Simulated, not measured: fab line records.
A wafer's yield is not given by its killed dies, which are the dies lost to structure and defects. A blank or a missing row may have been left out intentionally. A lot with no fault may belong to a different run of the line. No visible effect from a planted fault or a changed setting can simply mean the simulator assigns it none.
What tool caused it?    flow rit-cmos    at 1 step of a route of 202, 7 lots with 21 wafers sampled

WHAT EACH GAUGE READ, for each wafer
RIT_ACTIVE_THK_MEAS_02.
lot   measured     on             ACTIVE_OXIDE_THK (nm)
L863  day 2 10:25  film-metro-02  42.9 42.3 42.8
L865  day 2 18:52  film-metro-04  44.2 44.3 44.0
L867  day 3 04:33  film-metro-04  43.0 42.0 42.8
L869  day 3 14:38  film-metro-03  41.8 41.6 42.2
L873  day 4 10:03  film-metro-04  41.9 41.4 40.5
L879  day 5 16:10  film-metro-03  43.4 43.1 43.3
L882  day 6 10:11  film-metro-03  44.6 44.8 44.5

EACH LOT AND THE TOOL THAT RAN IT (in order: tool; ch and the chambers of the sampled wafers; start)
Before these readings, the record contains no process step.

THE ANSWER, worked out from the rows above alone
Rule: the usual values come from the lots themselves. Put in order of their means at a reading, lots are off if they are a third of the lots or fewer, leave a main group of 4 or more, and stand apart from it by a gap of 3 or more times the standard deviation of the main group's means; of several such gaps the widest counts. Not used: any main group whose means are identical at the precision the tables above print for the reading. A lot without any number at a reading at which 4 lots or more have one is off too. Any other lot the step has rows for is counted as sound.
Across all readings shown, no lot is off: no conclusion can be drawn from this.

WHAT HAD BEEN PUT IN BY THE SIMULATOR
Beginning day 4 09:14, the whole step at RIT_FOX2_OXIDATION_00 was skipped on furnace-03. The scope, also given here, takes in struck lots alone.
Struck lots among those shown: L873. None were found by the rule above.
